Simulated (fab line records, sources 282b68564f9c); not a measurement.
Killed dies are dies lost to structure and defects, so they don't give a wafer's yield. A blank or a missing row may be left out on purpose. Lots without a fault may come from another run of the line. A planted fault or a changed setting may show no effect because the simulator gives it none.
A struck lot beside a sound one | flow rit_cmos | 18 steps out of a route of 202
Sound: wafers L207.1, L207.4, L207.5. Struck: wafer L222.3. (L222.4, L222.6 of the same lot were not struck and are left out.) The cause comes at the end.
At each step with rows: each side's tool, then ch and its chambers, then its first start. Under that, the readings that differ: sound wafers | struck wafers | difference of the means | sigmas: that difference in standard deviations of wafers without a fault.
alike: readings whose means differ by less than 2 such deviations, and words and numbers that are the same on both sides. not compared: withheld readings, readings that some wafer has no value for, bounds like >300 that may hide the same value, and numbers for which the record gives no deviation and whose values overlap.
The two part at a step that has a row with sigmas, a row that says differs or no value, or rows on one side only. Numbers that don't overlap but have no deviation are shown without sigmas and don't part them. A reading that every wafer of one side lacks parts them only if that side has two wafers or more.

RIT_M1_SPUTTER_00: material Al, target thk 400 nm, time 500 s.
  sound on pvd_sputter-02, day 4 02:40; struck on pvd_sputter-02, day 7 06:04
  alike: cathode_dc_power_W, chamber_pressure_pa, substrate_temp_c, throttle_valve_pct
RIT_M1_RS_MEAS_01: measures by four-point-probe.
  sound on film_metro-02, day 4 02:58; struck on film_metro-01, day 7 06:24
  alike: M1_AL_RS
RIT_M1_THK_MEAS_02: measures by xrf.
  sound on film_metro-02, day 4 03:05; struck on film_metro-01, day 7 06:30
  alike: M1_AL_THK
then, 6 steps without rows for these wafers: RIT_M1_HMDS_03 (prime time 60 s); RIT_M1_COAT_04 (resist thk 1300 nm); RIT_M1_SOFTBAKE_05 (time 60 s); RIT_M1_EXPOSE_06 (exposes mask M12, target cd 2600 nm); RIT_M1_PEB_07; RIT_M1_DEVELOP_08 (develop time 68 s).
RIT_M1_CD_MEAS_09: target cd 2600 nm.
  sound on cd_sem-01, day 4 04:13; struck on cd_sem-01, day 7 07:35
  alike: cd_nm
RIT_M1_OVL_MEAS_10:
  sound on overlay-02, day 4 04:20; struck on overlay-02, day 7 07:41
  alike: M1_OVL
then, 1 step without rows for these wafers: RIT_M1_HARDBAKE_11 (time 120 s).
RIT_M1_METAL_ETCH_12: etches Al in Cl2/BCl3, stops on SiO2, time 165 s, target depth 600 nm.
  sound on rie_metal-03 ch 0,1, day 4 04:43; struck on rie_metal-02 ch 0, day 7 08:04
  reading                                  | sound             | struck | difference | sigmas
  throttle_valve_pct (%)                   | 8.29 8.41 8.39    | 8.12   | -0.24      | -2
  model.NOVOLAK_of_M1_COAT_04.thk_nm (nm)  | 803.1 809.5 805.6 | 694.3  | -111.8     |
  model.SiO2_of_CONTACT_CVD_00.thk_nm (nm) | 355.2 365.6 365.8 | 350.5  | -11.7      |
  model.M1.feature_depth_nm (nm)           | 436.6 435.3 434.9 | 446.5  | +10.9      |
  alike: drypump_motor_current_A, oes_product_au
  not compared: rf_hours_counter_h
then, 1 step without rows for these wafers: RIT_M1_STRIP_13 (strips in nmp, time 600 s).
RIT_M1_STRIP_14: strips in O2, time 180 s.
  sound on plasma_asher-04 ch 0,1, day 4 05:03; struck on plasma_asher-01 ch 0, day 7 08:24
  alike: drypump_motor_current_A
  not compared: rf_hours_counter_h
RIT_M1_CD_MEAS_90: target cd 2600 nm.
  sound on cd_sem-02, day 4 05:14; struck on cd_sem-02, day 7 08:34
  reading    | sound                | struck | difference | sigmas
  cd_nm (nm) | 2601.0 2600.8 2599.2 | 2592.8 | -7.5       | -4
then, 1 step without rows for these wafers: RIT_M1_ANNEAL_15 (time 1800 s).
RIT_M1_PROBE_99:
  sound on prober-01, day 4 06:58; struck on prober-02, day 7 10:22
  reading                               | sound                     | struck   | difference | sigmas
  model.etest.antenna_m1.vt_shift_v (V) | -0.0142 -0.01222 -0.01191 | -0.01963 | -0.00685   |
  alike: defect_limited_yield, killed_at_front_end, killed_dies, killed_open, killed_short, sort_bin_3_pad_short, sort_bin_5_function, sort_bin_6_memory, sort_n_pass, sort_yield_pct

WHERE THEY PART
First at RIT_M1_METAL_ETCH_12; last, within this record, at RIT_M1_CD_MEAS_90. Later steps at which nothing parts them and some readings are alike: RIT_M1_PROBE_99.

WHY: what the simulator had put in
Process parameter drift: rie_metal-02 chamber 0, from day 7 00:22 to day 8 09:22, at RIT_M1_METAL_ETCH_12. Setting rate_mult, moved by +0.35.
